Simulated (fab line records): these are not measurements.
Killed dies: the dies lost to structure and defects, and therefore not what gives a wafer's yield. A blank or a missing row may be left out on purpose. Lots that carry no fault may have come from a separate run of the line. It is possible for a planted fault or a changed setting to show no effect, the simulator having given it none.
The same fault as seen by 2 desks	flow berkeley cmos170	each desk has only its own numbers; what lay behind them comes last

== AT THE METROLOGY DESK ==
Means of the sampled wafers that have a number, per lot and without regard to the tool the lot ran on: this is what the gauges read. A lot is out of limits, marked OUT, if its mean lies more than 4 standard deviations from the usual mean; the brackets give that distance.
Columns: A = cd nm at UCB170_V1_CD_MEAS_12, usual 700.0 nm; B = M2_OVL at UCB170_M2_OVL_MEAS_16, usual 3 nm; C = cd nm at UCB170_M2_CD_MEAS_90, usual 700.9 nm; D = V2_OVL at UCB170_V2_OVL_MEAS_13, usual 5 nm
lot	first seen here	A	B	C	D
L726	day 8 15:19	699.7	3	701.2	1
L730	day 8 22:14	699.9	1	700.4	8
L728	day 8 23:43	699.5	2	704.5	1
L731	day 9 15:25	700.3	9	700.3	5
L733	day 9 16:01	700.2	3	702.5	12
L732	day 9 16:16	699.3	-5	698.2	7
L734	day 10 06:47	699.3	1	699.0	7
L737	day 10 13:14	699.5	3	691.7	1
L738	day 10 15:50	700.5	4	702.0	4
L736	day 10 16:01	701.5	16	679.9 (-7.5) OUT	9
L739	day 10 23:01	699.6	6	705.4	1
L746	day 12 03:35	700.2	0	700.7	15
L743	day 12 05:41	700.2	-3	700.8	6
L744	day 12 21:04	701.4	3	703.4	-5
Finding of this desk: L736 out of limits; the first was L736 at day 10 20:28, on cd nm at UCB170_M2_CD_MEAS_90. L726, L730, L728, L731, L733, L732, L734, L737, L738, L739, L746, L743, L744 stayed within limits.

== FOR THE TOOL OWNER'S DESK: rie metal-02 ==
The tool's own readings at UCB170_M2_METAL_ETCH_18 (etches Al in Cl2/BCl3, stops on SiO2, target depth 1170 nm, time 195 s): means of the sampled wafers that have a number, for each lot that ran on this tool. A lot is out of limits, marked OUT, if its mean lies more than 4 standard deviations from the usual mean; the brackets give that distance.
Columns: A = bcl3 flow sccm at UCB170_M2_METAL_ETCH_18, usual 45.00 sccm; B = bias w at UCB170_M2_METAL_ETCH_18, usual 120.0 W; C = drypump motor current A at UCB170_M2_METAL_ETCH_18, usual 5.8 A; D = oes product au at UCB170_M2_METAL_ETCH_18, usual 0.839 a.u.; E = throttle valve pct at UCB170_M2_METAL_ETCH_18, usual 24.41 %
lot	first seen here	A	B	C	D	E
L731	day 9 18:16	44.86	119.6	5.5	0.844	24.30
L734	day 10 10:24	45.12	120.2	5.5	0.848	24.22
L737	day 10 16:18	44.95	119.7	5.5	0.842	24.27
L736	day 10 20:13	45.01	119.8	5.5	0.862	24.18
Finding of this desk: none of the 4 lots has anything out of limits.

== PUT TOGETHER ==
Metrology desk: alarm possible at day 10 20:28 on L736.
The tool owner's desk saw nothing out of limits.
Tool owner's desk: L736 on record, inside its limits.
Every lot named ran UCB170_M2_METAL_ETCH_18 on rie metal-02.

== WHAT THE SIMULATOR HAD INSERTED ==
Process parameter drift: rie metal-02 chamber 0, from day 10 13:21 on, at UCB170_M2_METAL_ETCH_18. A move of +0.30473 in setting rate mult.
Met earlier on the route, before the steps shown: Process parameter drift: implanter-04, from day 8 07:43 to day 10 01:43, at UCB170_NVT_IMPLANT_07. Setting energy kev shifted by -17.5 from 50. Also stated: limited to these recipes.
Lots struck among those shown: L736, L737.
Per desk, hours elapsed from the start of the fault to the first reading out of limits: for the metrology desk, 7.
